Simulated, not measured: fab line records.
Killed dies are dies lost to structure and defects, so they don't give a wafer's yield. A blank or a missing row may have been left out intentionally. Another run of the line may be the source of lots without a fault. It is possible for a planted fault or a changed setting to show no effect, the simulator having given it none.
Split-lot experiment | flow berkeley_cmos170 | 5 lots, 27 wafers read, on a route of 331 steps

== THE SPLIT ITSELF ==
At UCB170_ACTIVE_CVD_05 (deposits Si3N4 from SiH2Cl2/NH3, target thk 220 nm, time 3300 s), the setting time_s was moved away from the recipe's 3300 s on 24 of the 27 wafers read, by -56.6% to +56.4%. This setting was run at the recipe's value on the other wafers.

== FROM THE SPLIT TO THE READING: what the file shows between them, 3 steps ==
- UCB170_ACTIVE_THK_MEAS_06
- UCB170_ACTIVE_HMDS_07: prime time 60 s
- UCB170_ACTIVE_COAT_08: resist thk 900 nm

== THE READING ==
oes_product_au, in a.u., at UCB170_ACTIVE_ETCH_15 (etches Si3N4 in CH3F/Ar/O2, stops on SiO2, target depth 242 nm, time 151 s). A value of 0.941 a.u. with a standard deviation of 0.015 a.u. is what fault-free wafers of this fab line usually give.

wafer  | tool, chamber at the split | time_s as run, s | against the recipe | oes_product_au, a.u. | against lot-mates on the recipe
L074.1 | -, -                       | 1431             | -56.6%             | 0.621                | no lot-mate on the recipe
L074.2 | -, -                       | 1431             | -56.6%             | 0.612                | no lot-mate on the recipe
L074.3 | -, -                       | 1431             | -56.6%             | 0.618                | no lot-mate on the recipe
L074.4 | -, -                       | 1431             | -56.6%             | 0.618                | no lot-mate on the recipe
L074.5 | -, -                       | 1431             | -56.6%             | 0.619                | no lot-mate on the recipe
L074.6 | -, -                       | 1431             | -56.6%             | 0.622                | no lot-mate on the recipe
L080.1 | -, -                       | 5162             | +56.4%             | 1.027                | no lot-mate on the recipe
L080.2 | -, -                       | 5162             | +56.4%             | 1.020                | no lot-mate on the recipe
L080.3 | -, -                       | 5162             | +56.4%             | 1.002                | no lot-mate on the recipe
L080.4 | -, -                       | 5162             | +56.4%             | 1.018                | no lot-mate on the recipe
L080.5 | -, -                       | 5162             | +56.4%             | 1.017                | no lot-mate on the recipe
L080.6 | -, -                       | 5162             | +56.4%             | 1.018                | no lot-mate on the recipe
L081.1 | -, -                       | 1880             | -43.0%             | 0.705                | no lot-mate on the recipe
L081.2 | -, -                       | 1880             | -43.0%             | 0.695                | no lot-mate on the recipe
L081.3 | -, -                       | 1880             | -43.0%             | 0.689                | no lot-mate on the recipe
L081.4 | -, -                       | 1880             | -43.0%             | 0.701                | no lot-mate on the recipe
L081.5 | -, -                       | 1880             | -43.0%             | 0.700                | no lot-mate on the recipe
L081.6 | -, -                       | 1880             | -43.0%             | 0.692                | no lot-mate on the recipe
L082.1 | -, -                       | 2487             | -24.6%             | 0.786                | no lot-mate on the recipe
L082.2 | -, -                       | 2487             | -24.6%             | 0.802                | no lot-mate on the recipe
L082.3 | -, -                       | 2487             | -24.6%             | 0.800                | no lot-mate on the recipe
L082.4 | -, -                       | 2487             | -24.6%             | 0.787                | no lot-mate on the recipe
L082.5 | -, -                       | 2487             | -24.6%             | 0.784                | no lot-mate on the recipe
L082.6 | -, -                       | 2487             | -24.6%             | 0.801                | no lot-mate on the recipe
L085.1 | lpcvd-01, 0                | 3300             | recipe             | 0.940                | -
L085.4 | lpcvd-01, 0                | 3300             | recipe             | 0.910                | -
L085.5 | lpcvd-01, 0                | 3300             | recipe             | 0.942                | -

THE FIT
A straight line over all 27 wafers: oes_product_au changes by +0.00345 a.u. for each +1% of time_s; r = +0.97; the points scatter about the line by 0.039 a.u.
Too few moved wafers with a lot-mate on the recipe to fit a line net of each lot's own level.

== THE WHOLE CHAIN: every reading that the file lists as answering this split, in the file's order ==
step                      | what it does                                                               | reading                                                                        | change (the file's fit)                   | r (the file's)
UCB170_ACTIVE_CVD_05      | deposits Si3N4 from SiH2Cl2/NH3, target thk 220 nm, time 3300 s            | Si3N4_of_ACTIVE_CVD_05.thk_nm (the simulator's own value, which no gauge read) | +2.24 nm for each +1% of the setting      | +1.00
UCB170_ACTIVE_THK_MEAS_06 |                                                                            | ACTIVE_NITRIDE_THK                                                             | +2.24 for each +1% of the setting         | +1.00
UCB170_ACTIVE_ETCH_15     | etches Si3N4 in CH3F/Ar/O2, stops on SiO2, target depth 242 nm, time 151 s | oes_product_au                                                                 | +0.00345 a.u. for each +1% of the setting | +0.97
UCB170_ACTIVE_ETCH_15     | etches Si3N4 in CH3F/Ar/O2, stops on SiO2, target depth 242 nm, time 151 s | etch.depth_nm (the simulator's own value, which no gauge read)                 | +1.31 nm for each +1% of the setting      | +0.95
UCB170_M3_PROBE_99        |                                                                            | etest.nldd.width_nm (the simulator's own value, which no gauge read)           | +1.66 nm for each +1% of the setting      | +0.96
UCB170_M3_PROBE_99        |                                                                            | etest.pldd.width_nm (the simulator's own value, which no gauge read)           | +1.69 nm for each +1% of the setting      | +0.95

== FILE'S OWN FIT ==
oes_product_au changes by +0.00345 a.u. for each +1% of time_s, r = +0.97.
